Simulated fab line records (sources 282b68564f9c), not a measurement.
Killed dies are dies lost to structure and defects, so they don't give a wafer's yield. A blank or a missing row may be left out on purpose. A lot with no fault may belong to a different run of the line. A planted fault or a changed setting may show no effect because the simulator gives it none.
Which of the tools did it? -- flow rit_cmos -- 14 lots with 42 wafers sampled at 2 steps, on a route of 202 steps

== WHAT EACH GAUGE READ, for each wafer ==
RIT_SPACER_THK_MEAS_04. Usual: SPACER_NITRIDE_THK gives 249.8 nm (standard deviation 2.1).
lot,measured,on,SPACER_NITRIDE_THK (nm),flag
L663,day 3 04:11,film_metro-03,247.5 246.5 245.5,
L664,day 3 09:35,film_metro-03,251.8 252.5 253.1,
L665,day 3 17:27,film_metro-04,251.3 252.1 251.1,
L666,day 3 21:57,film_metro-03,253.2 254.5 250.4,
L667,day 4 02:32,film_metro-04,245.4 247.0 246.2,
L668,day 4 04:41,film_metro-01,252.4 251.9 251.8,
L669,day 4 08:56,film_metro-04,248.5 247.2 249.2,
L673,day 5 00:48,film_metro-03,249.4 249.3 250.1,
L674,day 5 06:05,film_metro-04,329.6 331.7 331.5,OFF
L675,day 5 11:19,film_metro-01,330.8 330.5 333.0,OFF
L681,day 6 17:09,film_metro-04,250.5 250.6 253.2,
L683,day 7 02:32,film_metro-01,249.6 250.2 250.2,
L684,day 7 05:53,film_metro-04,252.5 253.3 253.0,
L686,day 7 16:28,film_metro-01,250.2 250.3 249.2,

== TOOL THAT RAN EACH LOT (tool first, then ch and the chambers of the sampled wafers, then the start) ==
lot,RIT_SPACER_CVD_03
L663,"lpcvd-02 ch 0, day 3 02:16"
L664,"lpcvd-01 ch 0, day 3 07:40"
L665,"lpcvd-02 ch 0, day 3 15:32"
L666,"lpcvd-01 ch 0, day 3 20:01"
L667,"lpcvd-01 ch 1, day 4 00:37"
L668,"lpcvd-02 ch 1, day 4 02:46"
L669,"lpcvd-01 ch 0, day 4 07:01"
L673,"lpcvd-02 ch 1, day 4 22:52"
L674,"lpcvd-01 ch 1, day 5 04:08"
L675,"lpcvd-01 ch 1, day 5 09:24"
L681,"lpcvd-02 ch 1, day 6 14:17"
L683,"lpcvd-02 ch 0, day 7 00:38"
L684,"lpcvd-02 ch 0, day 7 03:58"
L686,"lpcvd-02 ch 1, day 7 14:32"
- RIT_SPACER_CVD_03: deposits Si3N4 from SiH2Cl2/NH3, target thk 250 nm, time 3300 s.

== WHAT THE TOOLS THEMSELVES READ (means of the sampled wafers that have a number; where no wafer has one, the mark that the record gives instead) ==
RIT_SPACER_CVD_03. Usual: spike_tc_centre_C 812.3 C, standard deviation 1.2; spike_tc_load_C 835.4 C, standard deviation 2; spike_tc_source_C 834.0 C, standard deviation 2.7; susceptor_temp_C 810.0 C, standard deviation 0.38.
lot,tool,spike_tc_centre_C (C),spike_tc_load_C (C),spike_tc_source_C (C),susceptor_temp_C (C),flag
L663,lpcvd-02,812.1,838.4,836.9,810.4,
L664,lpcvd-01,812.3,835.0,830.1,810.7,
L665,lpcvd-02,812.5,837.8,836.5,810.0,
L666,lpcvd-01,812.4,836.0,831.1,810.7,
L667,lpcvd-01,813.5,835.1,836.9,810.4,
L668,lpcvd-02,812.4,834.2,832.5,809.4,
L669,lpcvd-01,811.9,835.4,830.6,810.0,
L673,lpcvd-02,813.0,833.3,831.9,810.3,
L674,lpcvd-01,830.3,850.6,852.2,825.9,OFF
L675,lpcvd-01,830.2,849.7,851.6,825.9,OFF
L681,lpcvd-02,811.8,834.0,831.9,809.9,
L683,lpcvd-02,811.9,837.4,836.1,809.5,
L684,lpcvd-02,811.2,837.4,836.9,809.9,
L686,lpcvd-02,812.7,832.8,832.5,809.8,

== THE ANSWER, worked out from the rows above alone ==
Rule: a lot counts as off when the mean over its wafers that have a number is more than 3 standard deviations away from the usual mean. A lot without any number at a reading at which 4 lots or more have one is off too. The other lots that the step has rows for count as sound. The gauges are gone through in route order, then the tools' own readings, and for those a lot's mean is taken as printed above. The first step at which some lot is off is used, and at that step the reading that is off furthest; a lot without a number counts as furthest.
Off: at RIT_SPACER_THK_MEAS_04 (SPACER_NITRIDE_THK), L674, L675.
A tool fits if, at a process step before that reading, it ran every lot that is off, and no sound lot after the first of them. Not tried: the gauges at RIT_SPACER_THK_MEAS_04; whatever is off there is also off at RIT_SPACER_CVD_03, on other tools, and gauge error can't account for it. One fits: RIT_SPACER_CVD_03 on lpcvd-01. A fault onset in the window from L669 (day 4 07:01, its last sound lot) to L674 (day 5 04:08, its first lot off) fits.
The tool's own readings at RIT_SPACER_CVD_03 bear it out: on the lots that are off they differ by more than 5 times the standard deviation of the sound lots' means. spike_tc_centre_C reads 830.2 C there against 812.3 C on the sound lots; spike_tc_load_C reads 850.2 C there against 835.6 C on the sound lots; spike_tc_source_C reads 851.9 C there against 833.7 C on the sound lots; susceptor_temp_C reads 825.9 C there against 810.1 C on the sound lots.

== WHAT HAD BEEN PUT IN BY THE SIMULATOR ==
lpcvd-01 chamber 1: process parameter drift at RIT_SPACER_CVD_03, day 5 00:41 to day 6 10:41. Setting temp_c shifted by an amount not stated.
Shown lots that were struck: L674, L675. The rule above found the same.
